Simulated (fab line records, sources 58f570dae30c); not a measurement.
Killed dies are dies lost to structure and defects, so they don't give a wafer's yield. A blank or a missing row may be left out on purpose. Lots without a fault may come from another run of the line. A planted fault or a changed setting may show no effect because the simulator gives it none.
Which tool did it? | flow berkeley_cmos170 | 7 lots, 21 wafers sampled, at 5 steps of a route of 331

WHAT THE GAUGES READ, wafer by wafer
UCB170_PVT_TW_MEAS_09.
lot  | measured     | on            | PVT_TW
L597 | day 6 21:49  | film_metro-01 | 502 501 502
L599 | day 7 05:25  | film_metro-01 | 499 498 498
L602 | day 7 13:35  | film_metro-04 | 508 508 508
L605 | day 8 07:20  | film_metro-04 | 509 505 507
L608 | day 9 04:29  | film_metro-03 | 503 508 504
L610 | day 9 18:50  | film_metro-03 | 506 506 506
L617 | day 11 07:37 | film_metro-01 | 495 494 497

WHICH TOOL RAN EACH LOT (tool, then ch and the chambers of the sampled wafers, then the start)
lot  | UCB170_ZERO_ETCH_06               | UCB170_ZERO_STRIP_07                | UCB170_PWELL_STRIP_16               | UCB170_PVT_IMPLANT_07
L597 | rie_diel-02 ch 0,2, day 2 05:51   | plasma_asher-04 ch 0, day 2 05:53   | plasma_asher-02 ch 0,1, day 3 14:31 | implanter-03 ch 0, day 6 21:35
L599 | rie_diel-01 ch 0,1,2, day 2 19:25 | plasma_asher-01 ch 0,1, day 2 19:26 | plasma_asher-02 ch 0,1, day 4 05:08 | implanter-02 ch 0, day 7 05:10
L602 | rie_diel-03 ch 1,3, day 3 07:02   | plasma_asher-03 ch 0,1, day 3 07:04 | plasma_asher-02 ch 0,1, day 4 21:52 | implanter-03 ch 0, day 7 13:20
L605 | rie_diel-01 ch 0,1,3, day 3 22:43 | plasma_asher-04 ch 0,1, day 3 22:44 | plasma_asher-01 ch 0,1, day 5 06:03 | implanter-04 ch 0, day 8 07:05
L608 | rie_diel-03 ch 0,1, day 4 15:50   | plasma_asher-01 ch 0,1, day 4 15:52 | plasma_asher-02 ch 0,1, day 6 03:44 | implanter-02 ch 0, day 9 04:15
L610 | rie_diel-03 ch 0,3, day 5 03:06   | plasma_asher-01 ch 0,1, day 5 03:07 | plasma_asher-01 ch 0,1, day 6 11:02 | implanter-02 ch 0, day 9 18:36
L617 | rie_diel-02 ch 1,2, day 6 13:38   | plasma_asher-04 ch 0,1, day 6 13:40 | plasma_asher-02 ch 0,1, day 8 04:19 | implanter-02 ch 0, day 11 07:23
- UCB170_ZERO_ETCH_06: etches SiO2 in CHF3/CF4/Ar, time 12 s.
- UCB170_ZERO_STRIP_07: strips in O2.
- UCB170_PWELL_STRIP_16: strips in O2.
- UCB170_PVT_IMPLANT_07

THE ANSWER, worked out from the rows above alone
Rule: what is usual is taken from the lots themselves. Put in order of their means at a reading, lots are off if they are a third of the lots or fewer, leave a main group of 4 or more, and stand apart from it by a gap of 3 or more times the standard deviation of the main group's means; of several such gaps the widest counts. A main group whose means are all the same, to the digits that the tables above print for the reading, isn't used. A lot without any number at a reading at which 4 lots or more have one is off too. The other lots that the step has rows for count as sound.
No lot is off at any reading shown: from this, nothing can be told.

WHAT THE SIMULATOR HAD PUT IN
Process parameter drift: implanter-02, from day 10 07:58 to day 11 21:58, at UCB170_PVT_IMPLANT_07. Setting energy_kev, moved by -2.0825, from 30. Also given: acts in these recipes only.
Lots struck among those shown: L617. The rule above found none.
